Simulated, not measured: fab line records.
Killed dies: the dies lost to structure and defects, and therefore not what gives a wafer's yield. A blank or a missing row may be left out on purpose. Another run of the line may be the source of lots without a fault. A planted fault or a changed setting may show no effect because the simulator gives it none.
Chamber matching -- flow berkeley-cmos170 -- UCB170_GATE_ETCH_15 on rie-si-01: 4 sister chambers
The step etches poly-Si in HBr/Cl2, stops on SiO2, time 56.3 s, target depth 278.2 nm. 18 wafers are shown with their chamber, then 9 later ones without.

WAFERS WITH THEIR CHAMBER
wafer,chamber,throttle-valve-pct (%),oes-product-au (a.u.),HBr_flow_sccm (sccm)
L286.1,1,25.99,0.826,149.8
L286.4,1,25.97,0.817,149.2
L286.6,2,26.41,0.804,150.2
L287.1,1,25.99,0.832,150.0
L287.2,2,26.40,0.808,149.5
L287.4,2,26.42,0.804,149.9
L290.1,2,26.42,0.817,150.5
L290.3,0,26.83,0.833,149.5
L290.6,3,26.63,0.830,150.7
L292.2,0,26.82,0.807,149.2
L292.3,2,26.40,0.801,150.8
L292.5,1,25.99,0.824,149.9
L291.1,1,25.98,0.807,150.8
L291.3,3,26.62,0.821,150.1
L291.5,3,26.64,0.834,149.8
L296.2,1,25.99,0.819,149.8
L296.4,1,26.00,0.837,150.7
L296.6,0,26.83,0.814,149.6

SIGNATURES (means of the wafers above)
reading,chamber 0,chamber 1,chamber 2,chamber 3,scatter within a chamber
throttle-valve-pct,26.8267,25.9871,26.4100,26.6300,0.00929
oes-product-au,0.81800,0.82314,0.80680,0.82833,0.00926
HBr_flow_sccm,149.433,150.029,150.180,150.200,0.492
Rule: distance of a wafer from a chamber = root of the sum over the readings of ((wafer's reading minus chamber's mean) / reading's scatter) squared. The wafer belongs to the nearest chamber; if the next one is less than 2 further off, it can't be placed. The scatter: the root of (the sum of the squares of (reading less its chamber's mean) over the shown wafers, divided by (wafers less chambers)).

WAFERS WITH NO CHAMBER GIVEN
wafer,throttle-valve-pct (%),oes-product-au (a.u.),HBr_flow_sccm (sccm)
L298.2,26.84,0.815,149.5
L298.4,26.40,0.792,149.5
L298.5,25.99,0.816,150.4
L303.3,26.81,0.811,150.8
L303.4,25.98,0.813,149.7
L303.6,25.99,0.802,149.4
L308.3,26.40,0.802,150.2
L308.4,25.98,0.814,150.0
L308.6,26.42,0.796,150.2

CHAMBER TAKEN BY EACH
wafer,from the rows above,in truth
L298.2,0,0
L298.4,2,2
L298.5,1,1
L303.3,0,0
L303.4,1,1
L303.6,1,1
L308.3,2,2
L308.4,1,1
L308.6,2,2
Placed correctly: 9 of 9. Number that these rows cannot place: 0. Wrongly placed: 0.
